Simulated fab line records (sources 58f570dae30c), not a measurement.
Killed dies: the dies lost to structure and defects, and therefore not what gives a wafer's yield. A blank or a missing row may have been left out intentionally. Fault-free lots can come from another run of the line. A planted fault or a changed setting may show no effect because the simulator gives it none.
What tool caused it?    flow berkeley-cmos170    route of 331 steps, sampled at 1 step: 7 lots, 21 wafers

== WHAT THE GAUGES SHOWED, per wafer ==
UCB170_NWELL_OVL_MEAS_12.
lot   measured     on          NWELL_OVL (nm)
L842  day 2 11:53  overlay-02  0 1 3
L845  day 3 00:35  overlay-02  9 2 9
L846  day 3 06:30  overlay-01  2 -7 -8
L853  day 4 22:51  overlay-01  4 2 0
L856  day 5 08:27  overlay-01  1 5 -3
L858  day 5 19:09  overlay-01  -3 0 -6
L864  day 7 01:41  overlay-02  -1 0 2

== TOOL THAT RAN EACH LOT (tool first, then ch and the chambers of the sampled wafers, then the start) ==
There is no process step in the record ahead of these readings.

== THE ANSWER, worked out from the rows above alone ==
Rule: what is usual is taken from the lots themselves. The widest of any qualifying gaps counts: lots, ordered by their means at a reading, are off when they make up no more than a third of the lots, leave a main group of 4 or more, and stand apart from it by 3 or more times the standard deviation of that group's means. Not used: any main group whose means are identical at the precision the tables above print for the reading. A lot without any number at a reading at which 4 lots or more have one is off too. Where the step has rows for the other lots, those lots are counted as sound.
None of the lots is off at any reading shown; this tells nothing.

== WHAT THE SIMULATOR PUT IN ==
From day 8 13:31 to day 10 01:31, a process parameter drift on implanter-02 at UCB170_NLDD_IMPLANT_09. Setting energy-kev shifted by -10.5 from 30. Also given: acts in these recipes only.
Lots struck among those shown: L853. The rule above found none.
